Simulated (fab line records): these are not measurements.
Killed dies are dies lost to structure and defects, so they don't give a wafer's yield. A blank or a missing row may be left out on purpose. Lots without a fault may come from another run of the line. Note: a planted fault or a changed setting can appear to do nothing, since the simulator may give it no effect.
Split-lot study -- flow berkeleyCmos170 -- 5 lots, 23 wafers read, on a route of 331 steps

SPLIT DETAILS
At UCB170_SILICIDE_SPUTTER_01 (material Ti, target thk 30 nm, time 25 s), the setting timeS was moved away from the recipe's 25 s on 7 of the 23 wafers read, by -9.2% to +14.3%. All remaining wafers had this setting at the recipe value.

FROM THE SPLIT ON TO THE READING: in between, the file shows 1 step
- UCB170_SILICIDE_RS_MEAS_02: measures by four-point-probe

THE READING
SILICIDE_TI_THK, in nm, at UCB170_SILICIDE_THK_MEAS_03 (measures by xrf). Typical for fault-free wafers on this fab line: 29.50 nm, with standard deviation 0.28 nm.

wafer,"tool, chamber at the split","timeS as run, s",against the recipe,"SILICIDE_TI_THK, nm",against lot-mates on the recipe
L074.2,"pvdSputter-04, -",25,recipe,29.72,-
L074.3,"pvdSputter-04, -",28.57,+14.3%,34.14,+4.35
L074.4,"pvdSputter-04, -",28.57,+14.3%,33.86,+4.07
L074.5,"pvdSputter-04, -",25,recipe,30.01,-
L074.6,"pvdSputter-04, -",25,recipe,29.65,-
L077.1,"pvdSputter-04, -",25,recipe,29.59,-
L077.3,"pvdSputter-04, -",25,recipe,29.21,-
L077.6,"pvdSputter-04, -",25,recipe,29.82,-
L082.1,"pvdSputter-04, -",25,recipe,29.38,-
L082.2,"pvdSputter-04, -",25,recipe,29.48,-
L082.3,"pvdSputter-04, -",25,recipe,29.73,-
L082.5,"pvdSputter-04, -",25,recipe,29.34,-
L082.6,"pvdSputter-04, -",25,recipe,29.38,-
L084.1,"pvdSputter-01, -",25,recipe,29.29,-
L084.3,"pvdSputter-01, -",25,recipe,28.96,-
L084.4,"pvdSputter-01, -",25,recipe,29.23,-
L084.5,"pvdSputter-01, -",24.04,-3.8%,27.96,-1.20
L084.6,"pvdSputter-01, -",24.04,-3.8%,27.74,-1.42
L085.1,"pvdSputter-04, -",25,recipe,29.59,-
L085.2,"pvdSputter-04, -",22.69,-9.2%,27.01,-2.50
L085.3,"pvdSputter-04, -",22.69,-9.2%,26.75,-2.76
L085.5,"pvdSputter-04, -",25,recipe,29.43,-
L085.6,"pvdSputter-04, -",22.69,-9.2%,27.00,-2.51

FIT RESULTS
A straight line over all 23 wafers: SILICIDE_TI_THK changes by +0.307 nm for each +1% of timeS; r = +0.99; the points scatter about the line by 0.3 nm.
The same after taking each lot's own level away (the mean of its wafers on the recipe; 23 wafers): +0.291 nm for each +1%; r = +0.99; scatter 0.18 nm.
Per that fit: largest timeS move, reading shift of 4.2 nm.
Across the lots, their own levels run from 29.160 to 29.793 nm, a range of 2.3 times the standard deviation given above.
The two slopes agree, so the slope changes little with the lot-to-lot level.
Check: +4.06 nm against its lot-mates is what the line predicts for one of the wafers moved furthest among these (+14.3%) when that wafer is left out of the fit. Against them it came out at +4.35 nm.

THE OTHER SPLITS THESE WAFERS WENT THROUGH
These wafers also went through other splits before the reading. Each is held against what the fit with the lots' levels taken away leaves over:
other split on the same wafers,wafers away from the commonest value,r with SILICIDE_TI_THK (lot level and that fit taken away)
UCB170_NSD_PEB_04 pebTempC,6,-0.02

THE WHOLE CHAIN: every reading that the file lists as answering this split, in the file's order
step,what it does,reading,change (the file's fit),r (the file's)
UCB170_SILICIDE_SPUTTER_01,"material Ti, target thk 30 nm, time 25 s","Ti_of_SILICIDE_SPUTTER_01.thkNm (the simulator's own value, which no gauge read)",+0.294 nm for each +1% of the setting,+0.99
UCB170_SILICIDE_RS_MEAS_02,measures by four-point-probe,SILICIDE_TI_RS,-0.283 for each +1% of the setting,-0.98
UCB170_SILICIDE_THK_MEAS_03,measures by xrf,SILICIDE_TI_THK,+0.293 for each +1% of the setting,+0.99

FILE'S OWN FIT
SILICIDE_TI_THK changes by +0.293 nm for each +1% of timeS, r = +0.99.
